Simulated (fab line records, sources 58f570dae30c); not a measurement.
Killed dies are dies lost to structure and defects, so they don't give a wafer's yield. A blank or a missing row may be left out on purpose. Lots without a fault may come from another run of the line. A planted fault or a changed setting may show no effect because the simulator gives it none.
Which tool did it? | flow berkeley_cmos170 | 14 lots, 42 wafers sampled, at 7 steps of a route of 331

WHAT THE GAUGES READ, wafer by wafer
UCB170_FIELD_THK_MEAS_02. Usual: FIELD_OXIDE_THK 558 nm, standard deviation 10.
lot  | measured     | on            | FIELD_OXIDE_THK (nm) | flag
L216 | day 4 17:59  | film_metro-04 | 571 575 578          |
L218 | day 6 02:44  | film_metro-04 | 565 571 571          |
L219 | day 6 02:45  | film_metro-03 | 556 560 554          |
L221 | day 6 11:43  | film_metro-03 | 567 563 567          |
L222 | day 6 21:29  | film_metro-03 | 569 566 563          |
L223 | day 6 21:34  | film_metro-01 | 570 564 568          |
L225 | day 7 06:01  | film_metro-03 | 552 544 547          |
L226 | day 7 06:01  | film_metro-01 | 559 556 564          |
L227 | day 7 20:10  | film_metro-01 | 340 317 335          | OFF
L228 | day 7 20:08  | film_metro-04 | 333 329 328          | OFF
L231 | day 9 01:19  | film_metro-01 | 552 552 551          |
L233 | day 9 01:20  | film_metro-03 | 552 547 548          |
L239 | day 10 01:59 | film_metro-01 | 548 547 556          |
L238 | day 10 23:07 | film_metro-01 | 557 545 544          |

UCB170_FIELD_THK_MEAS_90. Usual: FIELD_OXIDE_LEFT_1_THK 442 nm, standard deviation 10.
lot  | measured     | on            | FIELD_OXIDE_LEFT_1_THK (nm) | flag
L216 | day 5 02:55  | film_metro-03 | 455 460 462                 |
L218 | day 6 11:43  | film_metro-04 | 448 453 452                 |
L219 | day 6 11:43  | film_metro-01 | 441 444 438                 |
L221 | day 6 20:16  | film_metro-01 | 452 447 451                 |
L222 | day 7 06:29  | film_metro-04 | 452 450 447                 |
L223 | day 7 06:29  | film_metro-01 | 454 448 452                 |
L225 | day 7 20:05  | film_metro-03 | 436 428 430                 |
L226 | day 7 20:06  | film_metro-01 | 440 438 446                 |
L227 | day 8 02:08  | film_metro-01 | 224 201 219                 | OFF
L228 | day 8 02:08  | film_metro-04 | 216 212 212                 | OFF
L231 | day 9 08:40  | film_metro-03 | 434 435 434                 |
L233 | day 9 08:40  | film_metro-04 | 437 432 432                 |
L239 | day 10 10:52 | film_metro-01 | 432 431 439                 |
L238 | day 11 08:00 | film_metro-03 | 442 430 429                 |

UCB170_FIELD_THK_MEAS_91. Usual: FIELD_OXIDE_LEFT_2_THK 354 nm, standard deviation 11.
lot  | measured     | on            | FIELD_OXIDE_LEFT_2_THK (nm) | flag
L216 | day 6 03:34  | film_metro-03 | 367 372 374                 |
L218 | day 8 02:02  | film_metro-04 | 359 365 365                 |
L219 | day 8 02:03  | film_metro-03 | 352 356 350                 |
L221 | day 8 02:03  | film_metro-01 | 364 359 364                 |
L222 | day 8 05:35  | film_metro-04 | 364 361 358                 |
L223 | day 8 05:52  | film_metro-03 | 366 360 364                 |
L225 | day 8 14:05  | film_metro-04 | 347 340 342                 |
L226 | day 8 14:05  | film_metro-03 | 352 350 358                 |
L227 | day 8 22:58  | film_metro-04 | 136 112 130                 | OFF
L228 | day 8 23:41  | film_metro-03 | 129 124 124                 | OFF
L231 | day 10 04:19 | film_metro-01 | 346 346 345                 |
L233 | day 10 04:34 | film_metro-04 | 347 343 343                 |
L239 | day 11 09:53 | film_metro-01 | 343 343 351                 |
L238 | day 12 05:22 | film_metro-01 | 353 340 339                 |

UCB170_V2_THK_MEAS_01. Usual: V2_TEOS_THK 1994 nm, standard deviation 25.
lot  | measured     | on            | V2_TEOS_THK (nm) | flag
L216 | day 8 08:33  | film_metro-02 | 1993 1949 2012   |
L218 | day 9 23:22  | film_metro-01 | 1936 1965 1996   |
L219 | day 10 00:36 | film_metro-03 | 1978 1990 2038   |
L221 | day 10 01:18 | film_metro-02 | 1997 1998 2016   |
L222 | day 10 08:35 | film_metro-02 | 1969 1983 2021   |
L223 | day 10 08:10 | film_metro-02 | 1999 1980 2038   |
L225 | day 10 13:08 | film_metro-01 | 1933 1948 1970   |
L226 | day 10 20:14 | film_metro-01 | 1955 1973 2002   |
L227 | day 11 03:07 | film_metro-02 | 1967 1976 1995   |
L228 | day 10 23:49 | film_metro-03 | 2001 1978 2022   |
L231 | day 12 08:10 | film_metro-01 | 1974 1984 2009   |
L233 | day 12 08:37 | film_metro-03 | 2019 1995 2042   |
L239 | day 13 12:34 | film_metro-02 | 1999 2007 2009   |
L238 | day 15 01:46 | film_metro-03 | 1994 1990 2007   |

UCB170_M3_CD_MEAS_90: target cd 700 nm. Usual: cd_nm 699 nm, standard deviation 3.9.
lot  | measured     | on        | cd_nm (nm)  | flag
L216 | day 8 14:05  | cd_sem-01 | 701 699 700 |
L218 | day 10 05:25 | cd_sem-02 | 695 702 695 |
L219 | day 10 07:47 | cd_sem-01 | 698 698 695 |
L221 | day 10 08:37 | cd_sem-02 | 702 701 695 |
L222 | day 10 18:28 | cd_sem-01 | 703 705 704 |
L223 | day 10 16:50 | cd_sem-02 | 699 696 697 |
L225 | day 10 21:00 | cd_sem-02 | 694 694 693 |
L226 | day 11 01:10 | cd_sem-01 | 703 699 697 |
L227 | day 11 10:19 | cd_sem-01 | 707 699 707 |
L228 | day 11 04:44 | cd_sem-02 | 698 698 697 |
L231 | day 12 14:08 | cd_sem-02 | 696 700 697 |
L233 | day 12 14:17 | cd_sem-01 | 699 703 699 |
L239 | day 13 17:16 | cd_sem-01 | 697 704 709 |
L238 | day 15 09:27 | cd_sem-01 | 689 691 692 |

WHICH TOOL RAN EACH LOT (tool, then ch and the chambers of the sampled wafers, then the start)
lot  | UCB170_FIELD_OXIDATION_01     | UCB170_V1_ETCH_14
L216 | furnace-04 ch 0, day 4 14:56  | rie_diel-02 ch 1,2,3, day 8 04:52
L218 | furnace-02 ch 0, day 5 23:44  | rie_diel-03 ch 2,3, day 9 19:59
L219 | furnace-02 ch 0, day 5 23:44  | rie_diel-01 ch 0,1, day 9 21:13
L221 | furnace-04 ch 0, day 6 08:42  | rie_diel-03 ch 1,3, day 9 21:55
L222 | furnace-01 ch 0, day 6 18:28  | rie_diel-03 ch 0,2,3, day 10 04:01
L223 | furnace-01 ch 0, day 6 18:28  | rie_diel-03 ch 0,2,3, day 10 03:47
L225 | furnace-04 ch 0, day 7 03:01  | rie_diel-02 ch 1,2, day 10 09:51
L226 | furnace-04 ch 0, day 7 03:01  | rie_diel-02 ch 0,1,2, day 10 14:39
L227 | furnace-01 ch 0, day 7 17:08  | rie_diel-01 ch 0,1,3, day 10 23:56
L228 | furnace-01 ch 0, day 7 17:08  | rie_diel-02 ch 0,2, day 10 20:38
L231 | furnace-02 ch 0, day 8 22:19  | rie_diel-02 ch 0,1,3, day 12 04:09
L233 | furnace-02 ch 0, day 8 22:19  | rie_diel-01 ch 2,3, day 12 04:26
L239 | furnace-04 ch 0, day 9 22:59  | rie_diel-03 ch 0,2, day 13 08:42
L238 | furnace-02 ch 0, day 10 20:03 | rie_diel-02 ch 0,1,2, day 14 19:57
- UCB170_FIELD_OXIDATION_01: target thk 558.3 nm, ox time 7200 s.
- UCB170_V1_ETCH_14: etches SiO2 in CHF3/CF4/Ar, stops on Al, target depth 1250 nm, time 291 s.

WHAT THE TOOLS THEMSELVES READ (means of the sampled wafers that have a number; where no wafer has one, the mark that the record gives instead)
UCB170_V1_ETCH_14. Usual: drypump_motor_current_A 5.6 A, standard deviation 0.39; oes_product_au 0.871 a.u., standard deviation 0.014; rf_fwd_power_W 698.4 W, standard deviation 2; throttle_valve_pct 6.96 %, standard deviation 0.13.
lot  | tool        | drypump_motor_current_A (A) | oes_product_au (a.u.) | rf_fwd_power_W (W) | throttle_valve_pct (%) | flag
L216 | rie_diel-02 | 5.6                         | 0.877                 | 697.2              | 6.83                   |
L218 | rie_diel-03 | 6.1                         | 0.878                 | 698.0              | 7.09                   |
L219 | rie_diel-01 | 5.8                         | 0.869                 | 696.9              | 6.95                   |
L221 | rie_diel-03 | 5.7                         | 0.882                 | 699.3              | 7.08                   |
L222 | rie_diel-03 | 5.9                         | 0.867                 | 699.0              | 7.02                   |
L223 | rie_diel-03 | 5.9                         | 0.869                 | 699.4              | 7.01                   |
L225 | rie_diel-02 | 5.3                         | 0.893                 | 698.8              | 6.80                   |
L226 | rie_diel-02 | 5.3                         | 0.881                 | 698.4              | 6.82                   |
L227 | rie_diel-01 | 5.4                         | 0.862                 | 697.9              | 6.96                   |
L228 | rie_diel-02 | 5.3                         | 0.874                 | 698.1              | 6.83                   |
L231 | rie_diel-02 | 5.6                         | 0.877                 | 698.5              | 6.82                   |
L233 | rie_diel-01 | 5.6                         | 0.863                 | 700.1              | 7.06                   |
L239 | rie_diel-03 | 5.9                         | 0.877                 | 700.6              | 7.09                   |
L238 | rie_diel-02 | 5.3                         | 0.888                 | 697.2              | 6.81                   |

THE ANSWER, worked out from the rows above alone
Rule: a lot is off if the mean of its wafers that have a number lies more than 3 standard deviations from the usual mean. A lot without any number at a reading at which 4 lots or more have one is off too. The other lots that the step has rows for count as sound. The gauges are gone through in route order, then the tools' own readings, and for those a lot's mean is taken as printed above. The first step at which some lot is off is used, and at that step the reading that is off furthest; a lot without a number counts as furthest.
Off: L227, L228, at UCB170_FIELD_THK_MEAS_02 (FIELD_OXIDE_THK).
A tool fits if, at a process step before that reading, it ran every lot that is off, and no sound lot after the first of them. The gauges at UCB170_FIELD_THK_MEAS_02 are tried like those tools. One fits: furnace-01 at UCB170_FIELD_OXIDATION_01. Its last sound lot is L222 (day 6 18:28), its first lot that is off L227 (day 7 17:08): a fault that began between those two fits.

WHAT THE SIMULATOR HAD PUT IN
Process parameter drift: furnace-01, from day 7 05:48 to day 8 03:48, at UCB170_FIELD_OXIDATION_01. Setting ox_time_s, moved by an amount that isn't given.
Lots struck among those shown: L228, L227. The rule above found the same.
